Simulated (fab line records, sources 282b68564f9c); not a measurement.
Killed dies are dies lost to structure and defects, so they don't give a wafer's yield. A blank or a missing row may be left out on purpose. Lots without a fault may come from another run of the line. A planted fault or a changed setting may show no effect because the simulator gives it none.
Which tool did it? | flow rit_cmos | 14 lots, 42 wafers sampled, at 2 steps of a route of 202

WHAT THE GAUGES READ, wafer by wafer
The record holds no reading of a measuring or inspecting step that can be judged against a usual standard deviation.

WHICH TOOL RAN EACH LOT (tool, then ch and the chambers of the sampled wafers, then the start)
lot  | RIT_PWELL_STRIP_09                  | RIT_M1_PROBE_99
L438 | plasma_asher-04 ch 0,1, day 1 23:19 | -
L439 | plasma_asher-01 ch 1, day 2 06:25   | -
L440 | plasma_asher-01 ch 0,1, day 2 10:26 | -
L441 | plasma_asher-04 ch 0,1, day 2 15:44 | -
L442 | plasma_asher-01 ch 0,1, day 3 00:58 | -
L443 | plasma_asher-03 ch 0,1, day 3 04:20 | -
L444 | plasma_asher-01 ch 0,1, day 3 09:04 | -
L445 | plasma_asher-03 ch 0,1, day 3 12:43 | -
L446 | plasma_asher-03 ch 0,1, day 3 17:05 | -
L447 | plasma_asher-01 ch 0,1, day 3 22:28 | prober-01, day 5 12:09
L452 | plasma_asher-01 ch 0,1, day 5 01:17 | prober-01, day 6 13:51
L455 | plasma_asher-04 ch 0,1, day 5 13:11 | -
L456 | plasma_asher-04 ch 0,1, day 5 19:06 | -
L461 | plasma_asher-04 ch 0,1, day 6 20:26 | -
- RIT_PWELL_STRIP_09: strips in O2, time 180 s.
- RIT_M1_PROBE_99

WHAT THE TOOLS THEMSELVES READ (means of the sampled wafers that have a number; where no wafer has one, the mark that the record gives instead)
RIT_PWELL_STRIP_09. Usual: drypump_motor_current_A 5.4 A, standard deviation 0.42.
lot  | tool            | drypump_motor_current_A (A) | flag
L438 | plasma_asher-04 | 5.9                         |
L439 | plasma_asher-01 | 5.9                         |
L440 | plasma_asher-01 | 5.1                         |
L441 | plasma_asher-04 | 5.9                         |
L442 | plasma_asher-01 | 5.2                         |
L443 | plasma_asher-03 | 5.2                         |
L444 | plasma_asher-01 | 5.5                         |
L445 | plasma_asher-03 | 5.3                         |
L446 | plasma_asher-03 | 5.3                         |
L447 | plasma_asher-01 | 5.2                         |
L452 | plasma_asher-01 | 5.5                         |
L455 | plasma_asher-04 | 5.8                         |
L456 | plasma_asher-04 | 5.8                         |
L461 | plasma_asher-04 | 5.8                         |

RIT_M1_PROBE_99. Usual: killed_at_contacts 0.1, standard deviation 0.3; killed_at_front_end 6.7, standard deviation 2.6; killed_dies 6.8, standard deviation 2.6; killed_open 3.3, standard deviation 1.7; killed_short 3.4, standard deviation 2.
lot  | tool      | killed_at_contacts | killed_at_front_end | killed_dies | killed_open | killed_short | flag
L447 | prober-01 | 0.0                | 23.7                | 23.7        | 3.3         | 1.3          | OFF
L452 | prober-01 | 0.0                | 17.3                | 17.3        | 3.7         | 5.0          | OFF

THE ANSWER, worked out from the rows above alone
Rule: a lot is off if the mean of its wafers that have a number lies more than 3 standard deviations from the usual mean. A lot without any number at a reading at which 4 lots or more have one is off too. The other lots that the step has rows for count as sound. The gauges are gone through in route order, then the tools' own readings, and for those a lot's mean is taken as printed above. The first step at which some lot is off is used, and at that step the reading that is off furthest; a lot without a number counts as furthest.
Off: L447, L452, at RIT_M1_PROBE_99 (killed_at_front_end). Neither off nor sound, because the step has no rows for them: L438, L439, L440, L441, L442, L443, L444, L445, L446, L455, L456, L461.
A tool fits if, at that step or a process step before it, it ran every lot that is off, and no sound lot after the first of them. Can't be told from this: 2 tools fit, plasma_asher-01 at RIT_PWELL_STRIP_09, prober-01 at RIT_M1_PROBE_99.

WHAT THE SIMULATOR HAD PUT IN
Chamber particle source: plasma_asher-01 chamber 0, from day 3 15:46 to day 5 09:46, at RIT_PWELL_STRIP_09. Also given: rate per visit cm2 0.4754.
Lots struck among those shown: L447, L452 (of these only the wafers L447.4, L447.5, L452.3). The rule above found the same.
